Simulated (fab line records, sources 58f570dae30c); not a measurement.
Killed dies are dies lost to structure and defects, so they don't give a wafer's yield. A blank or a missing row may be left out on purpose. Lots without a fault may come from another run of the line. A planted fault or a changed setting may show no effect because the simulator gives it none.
Which tool did it? | flow berkeley_cmos170 | 14 lots, 42 wafers sampled, at 4 steps of a route of 331

WHAT THE GAUGES READ, wafer by wafer
UCB170_PWELL_THK_MEAS_03. Usual: PWELL_OXIDE_THK 26.2 nm, standard deviation 0.45.
lot  | measured    | on            | PWELL_OXIDE_THK (nm) | flag
L783 | day 2 20:39 | film_metro-01 | 26.3 26.6 26.9       |
L784 | day 2 20:38 | film_metro-04 | 26.5 26.3 26.4       |
L785 | day 3 03:13 | film_metro-01 | 25.8 26.4 26.0       |
L786 | day 3 11:02 | film_metro-04 | 26.3 26.7 26.2       |
L787 | day 3 11:01 | film_metro-03 | 26.0 26.1 25.8       |
L788 | day 3 12:23 | film_metro-01 | 26.4 26.4 26.9       |
L789 | day 3 22:17 | film_metro-04 | 26.2 26.2 26.2       |
L790 | day 4 03:08 | film_metro-01 | 25.7 25.6 25.4       |
L791 | day 4 08:49 | film_metro-04 | 26.2 26.5 26.3       |
L792 | day 4 14:20 | film_metro-03 | 27.0 27.0 26.7       |
L793 | day 4 21:55 | film_metro-04 | 25.6 25.4 25.5       |
L794 | day 4 21:56 | film_metro-01 | 25.9 25.8 25.7       |
L801 | day 6 07:50 | film_metro-04 | 25.7 26.2 25.7       |
L803 | day 7 01:48 | film_metro-03 | 27.0 27.5 27.2       |

UCB170_PFIELD_TW_MEAS_09. Usual: PFIELD_TW 601, standard deviation 6.2.
lot  | measured    | on            | PFIELD_TW   | flag
L783 | day 4 10:06 | film_metro-04 | 613 608 609 |
L784 | day 4 14:26 | film_metro-02 | 592 595 593 |
L785 | day 4 15:25 | film_metro-03 | 607 602 603 |
L786 | day 5 07:08 | film_metro-03 | 599 597 599 |
L787 | day 5 07:22 | film_metro-02 | 601 602 597 |
L788 | day 5 07:40 | film_metro-04 | 607 607 610 |
L789 | day 5 16:32 | film_metro-02 | 598 597 597 |
L790 | day 5 20:20 | film_metro-03 | 601 602 599 |
L791 | day 6 04:43 | film_metro-03 | 599 602 600 |
L792 | day 6 11:27 | film_metro-04 | 610 607 610 |
L793 | day 6 18:48 | film_metro-04 | 608 608 614 |
L794 | day 6 20:45 | film_metro-03 | 598 599 599 |
L801 | day 8 06:07 | film_metro-02 | 597 597 598 |
L803 | day 8 18:35 | film_metro-03 | 604 602 600 |

WHICH TOOL RAN EACH LOT (tool, then ch and the chambers of the sampled wafers, then the start)
lot  | UCB170_ZERO_ETCH_06               | UCB170_PFIELD_STRIP_08
L783 | rie_diel-02 ch 0,3, day 1 21:59   | plasma_asher-04 ch 0,1, day 4 09:59
L784 | rie_diel-04 ch 2,3, day 2 01:37   | plasma_asher-03 ch 0,1, day 4 14:20
L785 | rie_diel-02 ch 1,2, day 2 08:49   | plasma_asher-02 ch 0,1, day 4 15:20
L786 | rie_diel-04 ch 0,1,2, day 2 12:26 | plasma_asher-02 ch 0,1, day 5 07:01
L787 | rie_diel-01 ch 1,2, day 2 14:11   | plasma_asher-04 ch 1, day 5 07:16
L788 | rie_diel-02 ch 0,1,3, day 2 18:42 | plasma_asher-03 ch 0,1, day 5 07:34
L789 | rie_diel-02 ch 1,2,3, day 3 01:00 | plasma_asher-03 ch 0,1, day 5 16:28
L790 | rie_diel-04 ch 1,2, day 3 08:22   | plasma_asher-03 ch 0,1, day 5 20:15
L791 | rie_diel-02 ch 0,2,3, day 3 10:28 | plasma_asher-03 ch 0,1, day 6 04:37
L792 | rie_diel-01 ch 1,3, day 3 15:46   | plasma_asher-04 ch 0,1, day 6 11:20
L793 | rie_diel-04 ch 1,3, day 3 21:19   | plasma_asher-02 ch 0, day 6 18:41
L794 | rie_diel-04 ch 0,1,2, day 4 02:07 | plasma_asher-02 ch 0,1, day 6 20:40
L801 | rie_diel-01 ch 0,1, day 5 13:34   | plasma_asher-04 ch 0,1, day 8 06:01
L803 | rie_diel-01 ch 0,1, day 5 23:00   | plasma_asher-04 ch 0,1, day 8 18:30
- UCB170_ZERO_ETCH_06: etches SiO2 in CHF3/CF4/Ar, time 12 s.
- UCB170_PFIELD_STRIP_08: strips in O2.

WHAT THE TOOLS THEMSELVES READ (means of the sampled wafers that have a number; where no wafer has one, the mark that the record gives instead)
UCB170_ZERO_ETCH_06. Usual: CHF3_flow_sccm 50.00 sccm, standard deviation 0.15; chamber_pressure_mTorr 99.99 mTorr, standard deviation 0.095; drypump_motor_current_A 5.4 A, standard deviation 0.3; oes_product_au 0.615 a.u., standard deviation 0.01; throttle_valve_pct 9.29 %, standard deviation 0.14.
lot  | tool        | CHF3_flow_sccm (sccm) | chamber_pressure_mTorr (mTorr) | drypump_motor_current_A (A) | oes_product_au (a.u.) | throttle_valve_pct (%) | flag
L783 | rie_diel-02 | 50.00                 | 99.98                          | 5.3                         | 0.612                 | 9.17                   |
L784 | rie_diel-04 | 49.98                 | 100.08                         | 5.2                         | 0.611                 | 9.26                   |
L785 | rie_diel-02 | 49.96                 | 99.97                          | 5.7                         | 0.609                 | 9.45                   |
L786 | rie_diel-04 | 49.99                 | 99.95                          | 5.5                         | 0.615                 | 9.29                   |
L787 | rie_diel-01 | 50.17                 | 100.03                         | 5.4                         | 0.617                 | 9.30                   |
L788 | rie_diel-02 | 49.98                 | 99.99                          | 5.5                         | 0.602                 | 9.28                   |
L789 | rie_diel-02 | 49.82                 | 100.01                         | 5.4                         | 0.613                 | 9.31                   |
L790 | rie_diel-04 | 49.98                 | 99.88                          | 5.6                         | 0.609                 | 9.24                   |
L791 | rie_diel-02 | 49.94                 | 99.93                          | 5.2                         | 0.614                 | 9.22                   |
L792 | rie_diel-01 | 50.29                 | 99.89                          | 5.3                         | 0.624                 | 9.38                   |
L793 | rie_diel-04 | 50.05                 | 100.05                         | 5.4                         | 0.615                 | 9.44                   |
L794 | rie_diel-04 | 49.94                 | 100.02                         | 5.5                         | 0.612                 | 9.29                   |
L801 | rie_diel-01 | 49.98                 | 100.00                         | 5.0                         | 0.616                 | 9.19                   |
L803 | rie_diel-01 | 50.12                 | 100.00                         | 5.0                         | 0.616                 | 9.20                   |

UCB170_PFIELD_STRIP_08. Usual: chamber_pressure_mTorr 3500 mTorr, standard deviation 3.1; drypump_motor_current_A 5.77 A, standard deviation 0.21; oes_product_au 0.734 a.u., standard deviation 0.0043; strip_time_to_endpoint_s 21.62 s, standard deviation 0.059.
lot  | tool            | chamber_pressure_mTorr (mTorr) | drypump_motor_current_A (A) | oes_product_au (a.u.) | strip_time_to_endpoint_s (s) | flag
L783 | plasma_asher-04 | 3500                           | 5.71                        | 0.734                 | 21.58                        |
L784 | plasma_asher-03 | 3500                           | 5.65                        | 0.734                 | 21.54                        |
L785 | plasma_asher-02 | 3499                           | 5.87                        | 0.733                 | 21.62                        |
L786 | plasma_asher-02 | 3498                           | 5.85                        | 0.736                 | 21.65                        |
L787 | plasma_asher-04 | 3501                           | 5.66                        | 0.730                 | 21.63                        |
L788 | plasma_asher-03 | 3498                           | 5.83                        | 0.735                 | 21.67                        |
L789 | plasma_asher-03 | 3503                           | 5.68                        | 0.736                 | 21.64                        |
L790 | plasma_asher-03 | 3500                           | 5.87                        | 0.735                 | 21.54                        |
L791 | plasma_asher-03 | 3501                           | 5.68                        | 0.734                 | 21.63                        |
L792 | plasma_asher-04 | 3499                           | 5.78                        | 0.731                 | 21.65                        |
L793 | plasma_asher-02 | 3505                           | 6.00                        | 0.733                 | 21.56                        |
L794 | plasma_asher-02 | 3500                           | 5.74                        | 0.734                 | 21.58                        |
L801 | plasma_asher-04 | -                              | -                           | -                     | -                            | OFF
L803 | plasma_asher-04 | -                              | -                           | -                     | -                            | OFF

THE ANSWER, worked out from the rows above alone
Rule: a lot is off if the mean of its wafers that have a number lies more than 3 standard deviations from the usual mean. A lot without any number at a reading at which 4 lots or more have one is off too. The other lots that the step has rows for count as sound. The gauges are gone through in route order, then the tools' own readings, and for those a lot's mean is taken as printed above. The first step at which some lot is off is used, and at that step the reading that is off furthest; a lot without a number counts as furthest.
Off: L801, L803, at UCB170_PFIELD_STRIP_08 (chamber_pressure_mTorr). Without a number there: L801, L803.
A tool fits if, at that step or a process step before it, it ran every lot that is off, and no sound lot after the first of them. Can't be told from this: 2 tools fit, rie_diel-01 at UCB170_ZERO_ETCH_06, plasma_asher-04 at UCB170_PFIELD_STRIP_08.

WHAT THE SIMULATOR HAD PUT IN
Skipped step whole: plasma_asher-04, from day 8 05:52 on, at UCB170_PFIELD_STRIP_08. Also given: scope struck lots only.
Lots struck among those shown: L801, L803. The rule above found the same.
